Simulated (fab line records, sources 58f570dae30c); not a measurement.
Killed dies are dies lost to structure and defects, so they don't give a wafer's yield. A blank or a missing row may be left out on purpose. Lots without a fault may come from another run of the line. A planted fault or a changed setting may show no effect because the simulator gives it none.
Problem report in the 8D (eight disciplines) form, filled by code | flow berkeley_cmos170 | the parts of the form that need people (team, actions taken, sign-off) are left out

1. THE PROBLEM
V2_POLISHED_THK at UCB170_V2_THK_MEAS_04 reads a mean of 747.4 nm on 2 wafers of 2 lots; wafers without a fault read 999.7 nm with a standard deviation of 1.6. That is -99 or more standard deviations from the usual mean.
First seen on wafer L187.1, day 10 17:15, on film_metro-03. The record holds 42 wafers of 14 lots with a number at this step. Rule for "out", or "out of limits": more than 4 standard deviations from the usual mean. The other wafers with a number count as sound.

2. WHAT IT IS AND WHAT IT IS NOT
question                    | is                           | is not
which readings at this step | V2_POLISHED_THK              | -
which lots                  | L185, L187                   | L172, L173, L174, L177, L178, L179, L180, L181, L182, L193, L194, L195
which wafers of those lots  | L185.5, L187.1               | L185.1, L185.6, L187.2, L187.5
read on which gauges        | film_metro-03, film_metro-04 | film_metro-01
when                        | from day 10 17:15            | up to then (29 sound wafers); but 11 sound wafers of L185, L193, L194, L195 came after

3. SUSPECTS, AND WHAT RULES EACH OUT
Counting: a tool at a process step up to the reading stays a suspect if it ran every lot that is out. Sound lots after the first of them don't rule it out here, since some wafers of a struck lot are sound.
- the gauge at UCB170_V2_THK_MEAS_04: ruled out. The wafers that are out were read on 2 gauges (film_metro-03, film_metro-04).
- cmp-01 at UCB170_V2_CMP_02 (polishes SiO2): kept. It ran every lot that is out, first L185 (day 10 13:16); its last sound lot up to then is L180 (day 9 12:30).
- Within cmp-01 at UCB170_V2_CMP_02: the wafers that are out ran in chamber 0; their sound lot-mates ran in chamber 3.
Left after counting: cmp-01 at UCB170_V2_CMP_02.

4. THE CAUSE (what the simulator had put in)
Process parameter drift: cmp-01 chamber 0, from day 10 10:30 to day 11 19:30, at UCB170_V2_CMP_02. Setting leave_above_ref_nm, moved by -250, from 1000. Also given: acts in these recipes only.
Counting left only this tool.

5. THE CHAIN OF EFFECTS, in route order
Each row: a reading whose mean over the struck wafers that have a number lies more than 3 standard deviations from the usual. Only readings for which the record gives a usual standard deviation are gone through. hours: the time from each lot's start at the first step in this table that gives one to its start at this step, as a median over the lots. sigmas: the change in usual standard deviations.
hours | step                  | reading         | usual      | on struck wafers | change | sigmas
0     | UCB170_V2_THK_MEAS_04 | V2_POLISHED_THK | 999.7 nm   | 747.4            | -252.4 | -99 or more
3     | UCB170_V2_ETCH_14     | oes_product_au  | 0.867 a.u. | 0.746            | -0.121 | -8.6
The process steps in it:
- UCB170_V2_ETCH_14: etches SiO2 in CHF3/CF4/Ar, stops on Al, target depth 1250 nm, time 291 s.

6. WHAT WOULD HAVE CAUGHT IT SOONER
In this record the first reading out of limits at a measuring or inspecting step was taken at day 10 17:15, 7 hours after the fault began at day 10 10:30.
Of the tool readings at UCB170_V2_CMP_02 for which the record gives a usual standard deviation, none was out on any struck wafer, so an alarm limit of 4 standard deviations on them would not have fired.
All the lots that are out (2) had begun UCB170_V2_CMP_02 on cmp-01 by day 10 17:15. A hold on the tool at that time would have spared none of them.
